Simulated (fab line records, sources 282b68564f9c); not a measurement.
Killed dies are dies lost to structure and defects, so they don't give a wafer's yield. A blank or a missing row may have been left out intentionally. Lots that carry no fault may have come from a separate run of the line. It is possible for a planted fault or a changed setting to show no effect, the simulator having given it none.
fab line records ; flow ritCmos
record lots=15; wafers=45; lastDay=7
route steps=202 shown GATE@76
lots that met no fault: from a run of the same line without faults
startH: the number of hours between the record's first day and the start of the first shown wafer of the lot ; waitH: how many hours have passed since the lot's step before this one ; " unchanged from the row above ; L1.1+2: one row covering several wafers at once ; - either no value or no given start ; * or withheld: withheld ; < > ~ a bound
route shown NAME@n: a module of which the file shows steps, and the number in the route of the first ; usual: mean/standard deviation taken from wafers without a fault ; same: alike in all rows ; chamber/n: place in a boat ; sites: per-site readings ; _std_site: standard deviation across them ; _edge_site: inner sites' mean taken away from outer sites' mean ; radiusMm: for every site, how far away it sits from the centre of the wafer ; mask NAME#n: copy n ; behind: the last tool/chamber to shape the wafer ; hold: why the lot was held/for how many hours/how that ended ; device: which transistor (n, p or np) failed to switch ; end of line: tests of these same wafers at the route's end ; a step with no rows: only its recipe ; killed: not the wafer's yield, but the dies lost to structure and defects at the first sort ; map: dies across one wafer; x = killed, . = not, _ = none there
set.NAME: the setting that was run; set.NAME@STEP: the one run at that earlier step ; model.NAME: the simulator's own value behind a step, which no gauge read
the route's steps for a sample of lots (tables are steps, rows are wafers)
## steps
# step RIT_GATE_CLEAN_01
# recipe chemistry=SC1; mix=3:3:50; timeS=600; tempC=75
# usual runLengthS=628.1/3
lot.wafer;tool;chamber;startH;waitH;runLengthS
L756.4;wetBench-02;0;33.79;0.0;626.5
L756.5;wetBench-02;0;33.79;0.0;626.5
L756.6;wetBench-02;0;33.79;0.0;626.5
L758.2;wetBench-02;2;50.47;0.0;624.8
L758.3;wetBench-02;2;50.47;0.0;624.8
L758.6;wetBench-02;2;50.47;0.0;624.8
L761.2;wetBench-04;3;62.27;0.0;626.2
L761.3;wetBench-04;3;62.27;0.0;626.2
L761.4;wetBench-04;3;62.27;0.0;626.2
L762.2;wetBench-04;2;62.67;0.0;666.6
L762.3;wetBench-04;2;62.67;0.0;666.6
L762.6;wetBench-04;2;62.67;0.0;666.6
L764.2;wetBench-04;1;71.89;0.0;667.8
L764.4;wetBench-04;1;71.89;0.0;667.8
L764.6;wetBench-04;1;71.89;0.0;667.8
L765.1;wetBench-04;2;76.23;0.0;667.1
L765.4;wetBench-04;2;76.23;0.0;667.1
L765.5;wetBench-04;2;76.23;0.0;667.1
L766.2;wetBench-03;3;82.14;0.0;627.0
L766.3;wetBench-03;3;82.14;0.0;627.0
L766.5;wetBench-03;3;82.14;0.0;627.0
L767.1;wetBench-02;0;92.73;0.0;634.2
L767.2;wetBench-02;0;92.73;0.0;634.2
L767.6;wetBench-02;0;92.73;0.0;634.2
L772.2;wetBench-03;0;111.56;0.0;625.9
L772.5;wetBench-03;0;111.56;0.0;625.9
L772.6;wetBench-03;0;111.56;0.0;625.9
L773.1;wetBench-02;0;117.61;0.0;628.1
L773.3;wetBench-02;0;117.61;0.0;628.1
L773.4;wetBench-02;0;117.61;0.0;628.1
L774.2;wetBench-02;2;122.44;0.0;624.6
L774.3;wetBench-02;2;122.44;0.0;624.6
L774.6;wetBench-02;2;122.44;0.0;624.6
L775.1;wetBench-02;0;127.77;0.0;627.6
L775.2;wetBench-02;0;127.77;0.0;627.6
L775.4;wetBench-02;0;127.77;0.0;627.6
L776.1;wetBench-03;3;133.57;0.0;627.3
L776.3;wetBench-03;3;133.57;0.0;627.3
L776.6;wetBench-03;3;133.57;0.0;627.3
L778.2;wetBench-04;3;146.99;0.0;634.2
L778.4;wetBench-04;3;146.99;0.0;634.2
L778.6;wetBench-04;3;146.99;0.0;634.2
L779.1;wetBench-04;2;148.39;0.0;633.1
L779.4;wetBench-04;2;148.39;0.0;633.1
L779.6;wetBench-04;2;148.39;0.0;633.1
## key
firstSign step=RIT_GATE_CLEAN_01; reading=runLengthS; direction=up; sigmas=13; usual=*; struck=*
effect none on later readings
metAt RIT_GATE_CLEAN_01
struckLots L762,L764,L765
testerLeftOut L762,L764,L765
onsetBetween 62.27 62.67
fault kind=processParameterDrift; tool=wetBench-04; chamber=-; onsetH=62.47; steps=RIT_GATE_CLEAN_01; channel=timeS; offset=*; shape=step; endH=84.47; actsIn=*; stated=*
# testerLeftOut: of these lots the tester's yield and bins aren't shown, on N5 and GAA mostly nor the transistor test; their killed dies are dies lost to structure and defects alone, not to doping, threshold or leakage, so they don't give the yield
